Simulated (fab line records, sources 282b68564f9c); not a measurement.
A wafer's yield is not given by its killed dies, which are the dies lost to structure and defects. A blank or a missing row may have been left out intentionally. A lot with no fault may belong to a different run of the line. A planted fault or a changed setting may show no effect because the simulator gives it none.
fab line records	flow rit_cmos
[record] lots = 5	wafers = 23
route steps=202 shown PLDD@122 SPACER@128 PSD@150 SDANNEAL@153 SILICIDE@162 CONTACT@168
start_h: the number of hours between the record's first day and the start of the first shown wafer of the lot	wait_h: hours elapsed since this lot's preceding step	" same as the row above	L1.1+2: a row that stands for several wafers	- either no value or no given start	* or withheld: withheld	< > ~ a bound
route shown NAME@n: NAME is a module with steps in the file, n the number in the route of the first one	usual: mean/standard deviation of fault-free wafers	same: alike in all rows	chamber/n: place in a boat	sites: each site's reading	_std_site: standard deviation of those values	_edge_site: outer sites' mean less inner sites'	radius_mm: for every site, how far away it sits from the centre of the wafer	mask NAME#n: copy n	behind: tool/chamber where the wafer was last shaped	hold: cause of the lot's hold/its duration in hours/its outcome	device: whichever transistor did not switch (one of n, p or np)	end of line: tests run on the same wafers once the route is complete	a step given without rows: its recipe and nothing more	killed: the dies lost at the first sort to structure and to defects; this is not the yield of the wafer	map: shows each die of a wafer: x if killed, . if not, _ if none is there
set.NAME: the run value of the setting; set.NAME@STEP: its run value at that earlier step	model.NAME: the simulator's own value behind a step, which no gauge read
lots run with intentionally changed settings; tables by step, rows by wafer
[[steps]]
[step RIT_PLDD_IMPLANT_08]
[recipe] species = BF2	energy_kev = 20	dose_cm2 = 9e+14	tilt_deg = 7
lot.wafer	tool	chamber	start_h	wait_h	set.dose_cm2
L076.1+2+6	implanter-03	0	54.52	0.1	9.628e+14
L076.3+5	"	0	"	"	9e+14
L078.1+4+6	implanter-01	0	62.70	0.1	8.83e+14
L078.2+5	"	0	"	"	9e+14
L080.3+5+6	implanter-02	0	74.11	0.1	9e+14
L081.1+2+4+5+6	implanter-03	0	78.41	0.1	9e+14
L082.2+3+4+5+6	implanter-02	0	83.41	0.1	9e+14
[step RIT_SPACER_CVD_03]
[recipe] material = Si3N4	target_thk_nm = 250	temp_c = 810	precursor = SiH2Cl2/NH3	time_s = 3300	pressure_mtorr = 300	sih2cl2_flow_sccm = 60	nh3_flow_sccm = 150
lot.wafer	tool	chamber	start_h	wait_h	set.nh3_flow_sccm
L076.1+2+3+5+6	-	-	-	0.0	150
L078.1+2+4+5+6	-	-	-	0.0	141.7
L080.3+5+6	lpcvd-01	0	74.81	0.0	150
L081.1+2+4+5+6	-	-	-	0.0	136.3
L082.2+3+4+5+6	-	-	-	0.0	168.8
[step RIT_SPACER_ETCHBACK_05]
[recipe] target_depth_a = 2500	SF6_flow_sccm = 30	CHF3_flow_sccm = 30	target = Si3N4	chemistry = SF6/CHF3	pressure_mtorr = 40	rf_w = 250	time_s = 240	stop_on = SiO2
[usual] oes_product_au = 0.838/0.017
lot.wafer	tool	chamber	start_h	wait_h	set.nh3_flow_sccm@SPACER_CVD_03	oes_product_au
L076.1	rie_diel-03	0	57.29	0.1	150	0.820
L076.2	"	1	"	"	150	0.829
L076.3	"	3	"	"	150	0.834
L076.5	"	2	"	"	150	0.861
L076.6	"	3	"	"	150	0.838
L078.1	rie_diel-03	3	65.46	0.1	141.7	0.814
L078.2	"	0	"	"	141.7	0.803
L078.4	"	3	"	"	141.7	0.815
L078.5	"	1	"	"	141.7	0.804
L078.6	"	0	"	"	141.7	0.813
L080.3	rie_diel-04	3	76.79	0.0	150	0.839
L080.5	"	2	"	"	150	0.853
L080.6	"	3	"	"	150	0.840
L081.1	rie_diel-02	3	81.17	0.1	136.3	0.818
L081.2	"	0	"	"	136.3	0.815
L081.4	"	1	"	"	136.3	0.796
L081.5	"	3	"	"	136.3	0.815
L081.6	"	0	"	"	136.3	0.812
L082.2	rie_diel-02	0	86.16	0.0	168.8	0.917
L082.3	"	3	"	"	168.8	0.915
L082.4	"	1	"	"	168.8	0.898
L082.5	"	0	"	"	168.8	0.913
L082.6	"	3	"	"	168.8	0.912
[step RIT_PSD_IMPLANT_08]
[recipe] species = BF2	energy_kev = 27	dose_cm2 = 5e+15	tilt_deg = 7
lot.wafer	tool	chamber	start_h	wait_h	set.energy_kev	model.implant.rp_nm	model.implant.drp_nm
L076.1+3	implanter-03	0	60.14	0.1	27	22.07	12.05
L076.2+5+6	"	0	"	"	27.61	22.47	12.24
L078.1+4	implanter-04	0	68.53	0.1	27	22.63	12.05
L078.2+5+6	"	0	"	"	26.47	22.27	11.88
L080.3+5+6	implanter-01	0	79.57	0.1	27	21.35	12.05
L081.1+4+6	implanter-03	0	84.31	0.1	27	21.55	12.05
L081.2+5	"	0	"	"	25.49	20.57	11.57
L082.2+4+6	implanter-01	0	89.02	0.1	25.71	20.72	11.64
L082.3+5	"	0	"	"	27	21.55	12.05
[step RIT_PSD_STRIP_09]
[recipe] chemistry = O2	time_s = 180	resist = NOVOLAK	platen_temp_c = withheld	power_w = 500	pressure_mtorr = 4000	o2_flow_sccm = 4000
[step RIT_SDANNEAL_CLEAN_00]
[recipe] chemistry = SC1	mix = 3:3:50	time_s = 600	temp_c = 75
lot.wafer	tool	chamber	start_h	wait_h	set.nh3_flow_sccm@SPACER_CVD_03	model.Si3N4_of_SPACER_CVD_03.thk_nm
L076.1	wet_bench-01	0	60.52	0.1	150	196
L076.2	"	0	"	"	150	195.9
L076.3	"	0	"	"	150	196.8
L076.5	"	0	"	"	150	194.8
L076.6	"	0	"	"	150	198.4
L078.1	wet_bench-03	0	68.92	0.1	141.7	189.6
L078.2	"	0	"	"	141.7	189.7
L078.4	"	0	"	"	141.7	191.6
L078.5	"	0	"	"	141.7	186.2
L078.6	"	0	"	"	141.7	190
L080.3	wet_bench-01	3	79.90	0.0	150	193
L080.5	"	3	"	"	150	191.5
L080.6	"	3	"	"	150	191.4
L081.1	wet_bench-02	2	84.69	0.1	136.3	181.8
L081.2+4	"	2	"	"	136.3	181.9
L081.5	"	2	"	"	136.3	181.7
L081.6	"	2	"	"	136.3	179
L082.2	wet_bench-03	2	89.38	0.0	168.8	211.5
L082.3	"	2	"	"	168.8	211.6
L082.4	"	2	"	"	168.8	213.3
L082.5	"	2	"	"	168.8	210
L082.6	"	2	"	"	168.8	212
[step RIT_SDANNEAL_CLEAN_02]
[recipe] chemistry = SC2	mix = 3:3:50	time_s = 600	temp_c = 75	dry = n2_spin
lot.wafer	tool	chamber	start_h	wait_h	set.time_s
L076.1+2+3+5+6	-	-	-	0.0	557.5
L078.1+2+4+5+6	-	-	-	0.0	600
L080.3+5+6	wet_bench-03	0	80.10	0.0	600
L081.1+2+4+5+6	-	-	-	0.0	675.8
L082.2+3+4+5+6	-	-	-	0.0	526.1
[step RIT_SDANNEAL_RTA_03]
[recipe] temp_c = 1050	time_s = 5	idle_temp_c = 600	ramp_up_c_per_s = 342	ramp_down_c_per_s = 171	cool_to_c = 600	ambient = N2
[step RIT_SDANNEAL_RS_MEAS_04]
[recipe] thk_meas_gauge = four-point-probe
[usual] PSD_RS = 115.69/0.23
lot.wafer	tool	chamber	start_h	wait_h	set.energy_kev@PSD_IMPLANT_08	PSD_RS[ohm/sq]
L076.1	film_metro-04	-	61.00	0.0	27	115.51
L076.2	"	-	"	"	27.61	114.51
L076.3	"	-	"	"	27	115.57
L076.5	"	-	"	"	27.61	114.03
L076.6	"	-	"	"	27.61	114.57
L078.1	film_metro-03	-	69.34	0.0	27	115.34
L078.2	"	-	"	"	26.47	116.85
L078.4	"	-	"	"	27	115.49
L078.5	"	-	"	"	26.47	116.52
L078.6	"	-	"	"	26.47	116.81
L080.3	film_metro-01	-	80.37	0.1	27	115.77
L080.5	"	-	"	"	27	116.04
L080.6	"	-	"	"	27	115.90
L081.1	film_metro-03	-	85.19	0.0	27	115.87
L081.2	"	-	"	"	25.49	119.37
L081.4	"	-	"	"	27	115.95
L081.5	"	-	"	"	25.49	119.45
L081.6	"	-	"	"	27	115.84
L082.2	film_metro-04	-	89.84	0.1	25.71	118.32
L082.3	"	-	"	"	27	115.71
L082.4	"	-	"	"	25.71	118.45
L082.5	"	-	"	"	27	115.68
L082.6	"	-	"	"	25.71	118.47
[step RIT_SDANNEAL_RS_MEAS_06]
[recipe] thk_meas_gauge = four-point-probe
[usual] PLDD_RS = 178.5/0.43
lot.wafer	tool	chamber	start_h	wait_h	set.dose_cm2@PLDD_IMPLANT_08	PLDD_RS[ohm/sq]
L076.1	film_metro-04	-	61.24	0.1	9.628e+14	172.0
L076.2	"	-	"	"	9.628e+14	172.9
L076.3	"	-	"	"	9e+14	178.5
L076.5	"	-	"	"	9e+14	178.2
L076.6	"	-	"	"	9.628e+14	172.8
L078.1	film_metro-03	-	69.58	0.1	8.83e+14	180.5
L078.2	"	-	"	"	9e+14	178.4
L078.4	"	-	"	"	8.83e+14	180.1
L078.5	"	-	"	"	9e+14	178.5
L078.6	"	-	"	"	8.83e+14	180.3
L080.3	film_metro-01	-	80.61	0.1	9e+14	178.9
L080.5	"	-	"	"	9e+14	178.9
L080.6	"	-	"	"	9e+14	178.8
L081.1	film_metro-03	-	85.43	0.1	9e+14	179.1
L081.2	"	-	"	"	9e+14	178.9
L081.4	"	-	"	"	9e+14	179.1
L081.5	"	-	"	"	9e+14	179.4
L081.6	"	-	"	"	9e+14	179.1
L082.2	film_metro-04	-	90.08	0.1	9e+14	178.4
L082.3	"	-	"	"	9e+14	178.3
L082.4	"	-	"	"	9e+14	178.1
L082.5	"	-	"	"	9e+14	178.0
L082.6	"	-	"	"	9e+14	178.0
[step RIT_SILICIDE_SPUTTER_01]
[recipe] material = Ti	target_thk_nm = 30	power_w = 350	chamber_pressure_pa = 0.667	gas = Ar	time_s = 240	substrate_temp_c = 25
lot.wafer	tool	chamber	start_h	wait_h	set.power_w	model.Ti_of_SILICIDE_SPUTTER_01.thk_nm
L076.1	pvd_sputter-02	-	61.49	0.0	367.9	31.75
L076.2	"	-	"	"	350	30.24
L076.3	"	-	"	"	367.9	31.19
L076.5	"	-	"	"	350	29.71
L076.6	"	-	"	"	367.9	31.57
L078.1	pvd_sputter-02	-	69.83	0.0	350	30.65
L078.2	"	-	"	"	373.6	32.18
L078.4	"	-	"	"	373.6	32.16
L078.5	"	-	"	"	350	29.9
L078.6	"	-	"	"	350	30.18
L080.3	pvd_sputter-02	-	80.83	0.0	350	29.71
L080.5	"	-	"	"	350	29.81
L080.6	"	-	"	"	350	30.06
L081.1	pvd_sputter-04	-	85.68	0.0	334.4	28.13
L081.2	"	-	"	"	350	30.21
L081.4	"	-	"	"	350	29.96
L081.5	"	-	"	"	334.4	28.5
L081.6	"	-	"	"	350	29.36
L082.2	pvd_sputter-02	-	90.31	0.0	350	30.33
L082.3	"	-	"	"	364.7	31.42
L082.4	"	-	"	"	364.7	31.54
L082.5	"	-	"	"	350	29.98
L082.6	"	-	"	"	350	30.13
[step RIT_SILICIDE_RS_MEAS_02]
[recipe] thk_meas_gauge = four-point-probe	reads = Ti_of_SILICIDE_SPUTTER_01
[usual] SILICIDE_TI_RS = 47.8/0.77
lot.wafer	tool	chamber	start_h	wait_h	set.power_w@SILICIDE_SPUTTER_01	SILICIDE_TI_RS[ohm/sq]
L076.1	film_metro-03	-	61.64	0.1	367.9	44.6
L076.2	"	-	"	"	350	47.3
L076.3	"	-	"	"	367.9	45.6
L076.5	"	-	"	"	350	48.3
L076.6	"	-	"	"	367.9	44.8
L078.1	film_metro-02	-	69.98	0.1	350	46.6
L078.2	"	-	"	"	373.6	43.9
L078.4	"	-	"	"	373.6	44.0
L078.5	"	-	"	"	350	48.1
L078.6	"	-	"	"	350	47.6
L080.3	film_metro-03	-	81.02	0.1	350	48.4
L080.5	"	-	"	"	350	48.2
L080.6	"	-	"	"	350	47.8
L081.1	film_metro-01	-	85.83	0.1	334.4	51.8
L081.2	"	-	"	"	350	47.4
L081.4	"	-	"	"	350	47.8
L081.5	"	-	"	"	334.4	51.0
L081.6	"	-	"	"	350	49.2
L082.2	film_metro-01	-	90.48	0.1	350	47.1
L082.3	"	-	"	"	364.7	45.1
L082.4	"	-	"	"	364.7	45.0
L082.5	"	-	"	"	350	47.8
L082.6	"	-	"	"	350	47.7
[step RIT_SILICIDE_THK_MEAS_03]
[recipe] thk_meas_gauge = xrf	reads = Ti_of_SILICIDE_SPUTTER_01
[usual] SILICIDE_TI_THK = 29.9/0.38
lot.wafer	tool	chamber	start_h	wait_h	set.power_w@SILICIDE_SPUTTER_01	SILICIDE_TI_THK[nm]
L076.1	film_metro-03	-	61.76	0.1	367.9	31.6
L076.2	"	-	"	"	350	30.0
L076.3	"	-	"	"	367.9	31.0
L076.5	"	-	"	"	350	29.5
L076.6	"	-	"	"	367.9	31.3
L078.1	film_metro-02	-	70.10	0.1	350	30.6
L078.2	"	-	"	"	373.6	32.2
L078.4	"	-	"	"	373.6	32.3
L078.5	"	-	"	"	350	30.1
L078.6	"	-	"	"	350	30.2
L080.3	film_metro-03	-	81.12	0.1	350	29.5
L080.5	"	-	"	"	350	29.7
L080.6	"	-	"	"	350	30.0
L081.1	film_metro-01	-	85.95	0.1	334.4	28.0
L081.2	"	-	"	"	350	30.0
L081.4	"	-	"	"	350	29.6
L081.5	"	-	"	"	334.4	28.4
L081.6	"	-	"	"	350	29.3
L082.2	film_metro-01	-	90.59	0.1	350	30.2
L082.3	"	-	"	"	364.7	31.3
L082.4	"	-	"	"	364.7	31.4
L082.5	"	-	"	"	350	30.0
L082.6	"	-	"	"	350	29.9
[step RIT_CONTACT_CVD_00]
[recipe] material = SiO2	target_thk_nm = 400	precursor = TEOS	temp_c = 390	time_s = 61	rf_w = 400
lot.wafer	tool	chamber	start_h	wait_h	set.time_s	model.SiO2_of_CONTACT_CVD_00.thk_nm
L076.1	pecvd-02	1	62.00	0.1	61	401.2
L076.2	"	2	"	"	52.57	347.9
L076.3	"	0	"	"	52.57	343.7
L076.5	"	0	"	"	61	405.9
L076.6	"	2	"	"	61	406.8
L078.1	pecvd-03	0	70.34	0.1	64.57	429.7
L078.2	"	2	"	"	64.57	421.3
L078.4	"	1	"	"	61	406.5
L078.5	"	0	"	"	61	405.3
L078.6	"	2	"	"	61	400.8
L080.3	pecvd-04	1	81.33	0.0	61	406.2
L080.5	"	0	"	"	61	404.9
L080.6	"	2	"	"	61	403.3
L081.1	pecvd-03	2	86.18	0.1	61	400.6
L081.2	"	0	"	"	69.37	457.6
L081.4	"	1	"	"	61	404.3
L081.5	"	0	"	"	69.37	464.1
L081.6	"	2	"	"	69.37	462.6
L082.2	pecvd-02	0	90.82	0.0	65.66	429.7
L082.3	"	1	"	"	65.66	432
L082.4	"	0	"	"	61	402.7
L082.5	"	1	"	"	65.66	434.6
L082.6	"	2	"	"	61	405.8
[step RIT_CONTACT_THK_MEAS_01]
[recipe] reads = SiO2_of_CONTACT_CVD_00
[usual] CONTACT_TEOS_THK = 404/3.9
lot.wafer	tool	chamber	start_h	wait_h	set.time_s@CONTACT_CVD_00	CONTACT_TEOS_THK[nm]
L076.1	film_metro-04	-	62.05	0.0	61	401
L076.2	"	-	"	"	52.57	348
L076.3	"	-	"	"	52.57	344
L076.5	"	-	"	"	61	406
L076.6	"	-	"	"	61	407
L078.1	film_metro-01	-	70.39	0.0	64.57	430
L078.2	"	-	"	"	64.57	422
L078.4	"	-	"	"	61	407
L078.5	"	-	"	"	61	405
L078.6	"	-	"	"	61	400
L080.3	film_metro-01	-	81.41	0.0	61	406
L080.5	"	-	"	"	61	405
L080.6	"	-	"	"	61	403
L081.1	film_metro-02	-	86.23	0.0	61	400
L081.2	"	-	"	"	69.37	458
L081.4	"	-	"	"	61	405
L081.5	"	-	"	"	69.37	464
L081.6	"	-	"	"	69.37	463
L082.2	film_metro-04	-	90.88	0.0	65.66	430
L082.3	"	-	"	"	65.66	432
L082.4	"	-	"	"	61	403
L082.5	"	-	"	"	65.66	434
L082.6	"	-	"	"	61	406
[step RIT_CONTACT_ETCH_11]
[recipe] target_depth_a = 4800	over_etch_frac = 0.2	stop_on = TiSi2	chemistry = CHF3/CF4/Ar	target = SiO2	CHF3_flow_sccm = 50	cf4_flow_sccm = 10	Ar_flow_sccm = 100	O2_flow_sccm = 5	pressure_mtorr = 100	rf_w = 200	time_s = 320
lot.wafer	tool	chamber	start_h	wait_h	set.rf_w	set.time_s@CONTACT_CVD_00	model.CONTACT.feature_depth_nm	model.etch.depth_nm
L076.1	rie_diel-02	1	63.51	0.1	200	61	401.2	401.2
L076.2	"	3	"	"	186.5	52.57	347.9	347.9
L076.3	"	0	"	"	200	52.57	343.7	343.7
L076.5	"	3	"	"	200	61	405.9	405.9
L076.6	"	2	"	"	186.5	61	406.8	406.8
L078.1	rie_diel-01	3	71.99	0.1	200	64.57	429.7	429.7
L078.2	"	0	"	"	181.3	64.57	421.3	421.3
L078.4	"	1	"	"	200	61	406.5	406.5
L078.5	"	1	"	"	200	61	405.3	405.3
L078.6	"	0	"	"	181.3	61	400.8	400.8
L080.3	rie_diel-03	1	82.91	0.1	200	61	406.2	406.2
L080.5	"	2	"	"	200	61	404.9	404.9
L080.6	"	3	"	"	200	61	403.3	403.3
L081.1	rie_diel-01	1	87.57	0.1	217.7	61	400.6	400.6
L081.2	"	2	"	"	217.7	69.37	457.6	457.6
L081.4	"	0	"	"	217.7	61	404.3	404.3
L081.5	"	1	"	"	200	69.37	464.1	464.1
L081.6	"	0	"	"	200	69.37	462.6	462.6
L082.2	rie_diel-02	1	92.33	0.1	200	65.66	429.7	429.7
L082.3	"	2	"	"	200	65.66	432	432
L082.4	"	3	"	"	200	61	402.7	402.7
L082.5	"	3	"	"	200	65.66	434.6	434.6
L082.6	"	0	"	"	200	61	405.8	405.8
[[key]]
[split] step = RIT_PLDD_IMPLANT_08	setting = dose_cm2	stated = 9e+14	by = wafer
[response] step = RIT_SDANNEAL_RS_MEAS_06	reading = PLDD_RS	change = -0.838	per = 1%	r = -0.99
[split] step = RIT_SPACER_CVD_03	setting = nh3_flow_sccm	stated = 150	by = lot
[response] step = RIT_SPACER_ETCHBACK_05	reading = oes_product_au	change = +0.00491	per = 1%	r = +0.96
[response] step = RIT_SDANNEAL_CLEAN_00	reading = model.Si3N4_of_SPACER_CVD_03.thk_nm	change = +1.35	per = 1%	r = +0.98
[split] step = RIT_PSD_IMPLANT_08	setting = energy_kev	stated = 27	by = wafer
[response] step = RIT_PSD_IMPLANT_08	reading = model.implant.rp_nm	change = +0.174	per = 1%	r = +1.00
[response] step = RIT_PSD_IMPLANT_08	reading = model.implant.drp_nm	change = +0.0854	per = 1%	r = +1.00
[response] step = RIT_SDANNEAL_RS_MEAS_04	reading = PSD_RS	change = -0.601	per = 1%	r = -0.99
[split] step = RIT_SDANNEAL_CLEAN_02	setting = time_s	stated = 600	by = lot
response none clear
[split] step = RIT_SILICIDE_SPUTTER_01	setting = power_w	stated = 350	by = wafer
[response] step = RIT_SILICIDE_SPUTTER_01	reading = model.Ti_of_SILICIDE_SPUTTER_01.thk_nm	change = +0.304	per = 1%	r = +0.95
[response] step = RIT_SILICIDE_RS_MEAS_02	reading = SILICIDE_TI_RS	change = -0.579	per = 1%	r = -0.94
[response] step = RIT_SILICIDE_THK_MEAS_03	reading = SILICIDE_TI_THK	change = +0.302	per = 1%	r = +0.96
[split] step = RIT_CONTACT_CVD_00	setting = time_s	stated = 61	by = wafer
[response] step = RIT_CONTACT_CVD_00	reading = model.SiO2_of_CONTACT_CVD_00.thk_nm	change = +4.15	per = 1%	r = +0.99
[response] step = RIT_CONTACT_THK_MEAS_01	reading = CONTACT_TEOS_THK	change = +4.15	per = 1%	r = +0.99
[response] step = RIT_CONTACT_ETCH_11	reading = model.CONTACT.feature_depth_nm	change = +4.15	per = 1%	r = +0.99
[response] step = RIT_CONTACT_ETCH_11	reading = model.etch.depth_nm	change = +4.15	per = 1%	r = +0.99
[split] step = RIT_CONTACT_ETCH_11	setting = rf_w	stated = 200	by = wafer
response none clear
